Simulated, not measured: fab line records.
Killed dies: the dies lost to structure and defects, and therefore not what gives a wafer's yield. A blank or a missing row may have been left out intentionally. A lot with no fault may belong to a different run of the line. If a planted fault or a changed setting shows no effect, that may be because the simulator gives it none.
Lot-split experiment | flow berkeley_cmos170 | 23 wafers read across 5 lots, on a route 331 steps long

== SPLIT DETAILS ==
At UCB170_PLDD_PEB_04, the setting peb_temp_c was moved away from the recipe's 130 C on 10 of the 23 wafers read, by -2.9% to +2.9%. For the rest of the wafers, this setting stayed at what the recipe calls for.

== SPLIT TO READING: what lies between them in the file, 1 step ==
- UCB170_PLDD_DEVELOP_05: develop time 45 s

== THE READING ==
At UCB170_PLDD_CD_MEAS_06: cd_nm in nanometres, against a target cd of 1200 nm. Typical for fault-free wafers on this fab line: 1200.7 nm, with standard deviation 1.5 nm.

wafer  | tool, chamber at the split | peb_temp_c as run, C | against the recipe | cd_nm, nm | against lot-mates on the recipe
L077.2 | litho_track-03, 0          | 130                  | recipe             | 1201.6    | -
L077.3 | litho_track-03, 0          | 130                  | recipe             | 1200.8    | -
L077.5 | litho_track-03, 0          | 130                  | recipe             | 1202.0    | -
L081.1 | litho_track-04, 0          | 130                  | recipe             | 1200.5    | -
L081.2 | litho_track-04, 0          | 130                  | recipe             | 1200.8    | -
L081.4 | litho_track-04, 0          | 130                  | recipe             | 1199.5    | -
L081.5 | litho_track-04, 0          | 131.7                | +1.3%              | 1211.3    | +11.0
L081.6 | litho_track-04, 0          | 131.7                | +1.3%              | 1211.5    | +11.2
L083.1 | litho_track-01, 0          | 130                  | recipe             | 1200.7    | -
L083.2 | litho_track-01, 0          | 126.2                | -2.9%              | 1171.7    | -29.0
L083.3 | litho_track-01, 0          | 130                  | recipe             | 1200.7    | -
L083.4 | litho_track-01, 0          | 126.2                | -2.9%              | 1171.1    | -29.6
L083.5 | litho_track-01, 0          | 126.2                | -2.9%              | 1170.5    | -30.2
L084.1 | litho_track-03, 0          | 133.8                | +2.9%              | 1220.1    | +19.3
L084.3 | litho_track-03, 0          | 130                  | recipe             | 1201.4    | -
L084.4 | litho_track-03, 0          | 130                  | recipe             | 1200.4    | -
L084.5 | litho_track-03, 0          | 130                  | recipe             | 1200.5    | -
L084.6 | litho_track-03, 0          | 133.8                | +2.9%              | 1220.9    | +20.1
L082.1 | litho_track-04, 0          | 130                  | recipe             | 1203.2    | -
L082.2 | litho_track-04, 0          | 127.6                | -1.8%              | 1185.0    | -17.2
L082.3 | litho_track-04, 0          | 127.6                | -1.8%              | 1184.1    | -18.2
L082.4 | litho_track-04, 0          | 130                  | recipe             | 1201.3    | -
L082.5 | litho_track-04, 0          | 127.6                | -1.8%              | 1184.8    | -17.5

THE FIT
A straight line over all 23 wafers: cd_nm changes by +8.64 nm for each +1% of peb_temp_c; r = +0.99; the points scatter about the line by 2.3 nm.
The same after taking each lot's own level away (the mean of its wafers on the recipe; 23 wafers): +8.77 nm for each +1%; r = +0.99; scatter 2.1 nm.
The reading moves by 26 nm for the largest change in peb_temp_c, on that fit.
Across the lots, their own levels run from 1200.27 to 1202.25 nm, a range of 1.3 times the standard deviation given above.
So the lot-to-lot level changes the slope little: the two slopes agree.
Check: +25.9 nm against its lot-mates is what the line predicts for one of the wafers moved furthest among these (+2.9%) when that wafer is left out of the fit. It came out at +19.3 nm against them.

== OTHER SPLITS APPLIED TO THESE WAFERS ==
These wafers also went through other splits before the reading. Each is held against what the fit with the lots' levels taken away leaves over:
other split on the same wafers      | wafers away from the commonest value | r with cd_nm (lot level and that fit taken away)
UCB170_START_OXIDATION_02 ox_time_s | 10                                   | -0.09
UCB170_NWELL_ETCH_13 rf_w           | 5                                    | +0.21
UCB170_PWELL_COAT_08 resist_thk_nm  | 11                                   | -0.15
UCB170_PWELL_IMPLANT_15 dose_cm2    | 4                                    | +0.10
UCB170_ACTIVE_CVD_05 time_s         | 18                                   | -0.35
UCB170_ACTIVE_COAT_08 spin_rpm      | 7                                    | -0.27
UCB170_NVT_IMPLANT_07 energy_kev    | 4                                    | -0.07
UCB170_PVT_IMPLANT_07 energy_kev    | 7                                    | +0.03
UCB170_GATE_CVD_04 sih4_flow_sccm   | 15                                   | +0.12

== FILE'S OWN FIT ==
cd_nm changes by +8.61 nm for each +1% of peb_temp_c, r = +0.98.
